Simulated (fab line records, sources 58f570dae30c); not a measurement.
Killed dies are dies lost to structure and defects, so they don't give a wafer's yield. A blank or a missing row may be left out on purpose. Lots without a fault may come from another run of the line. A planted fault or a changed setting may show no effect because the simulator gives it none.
Chamber matching | flow berkeley_cmos170 | UCB170_FIELD_WET_ETCH_05 on wet_bench-04: 3 sister chambers
The step etches Si3N4 in H3PO4, time 12600 s. 3 wafers are shown with their chamber, then 5 later ones without.

WAFERS WITH THEIR CHAMBER
wafer  | chamber | bath_guard_temp_C (C)
L983.6 | 1       | 160.0
L989.5 | 3       | 160.6
L997.4 | 0       | 159.6

WAFERS WITHOUT THEIR CHAMBER
wafer  | bath_guard_temp_C (C)
L997.5 | 159.1
L997.6 | 159.6
L101.1 | 159.5
L101.4 | 159.7
L101.5 | 159.6

WHICH CHAMBER EACH WENT THROUGH
wafer  | from the rows above     | in truth
L997.5 | can't be placed: 0 or 1 | 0
L997.6 | can't be placed: 0 or 1 | 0
L101.1 | can't be placed: 0 or 1 | 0
L101.4 | can't be placed: 0 or 1 | 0
L101.5 | can't be placed: 0 or 1 | 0
Placed correctly: 0 of 5. Can't be placed from these rows: 5 (the true chamber is among the candidates in 5). Placed wrongly: 0.
How it was worked out, from the rows above alone: a wafer's distance from a chamber is the root of the sum, over the readings, of the square of ((its reading less the chamber's mean) divided by the reading's scatter). The wafer belongs to the nearest chamber; if the next one is less than 2 further off, it can't be placed. A chamber's mean is the mean of its shown wafers. The scatter: with one shown wafer a chamber, the root of the mean of the squares of how far each hidden wafer lies from its nearest shown one.
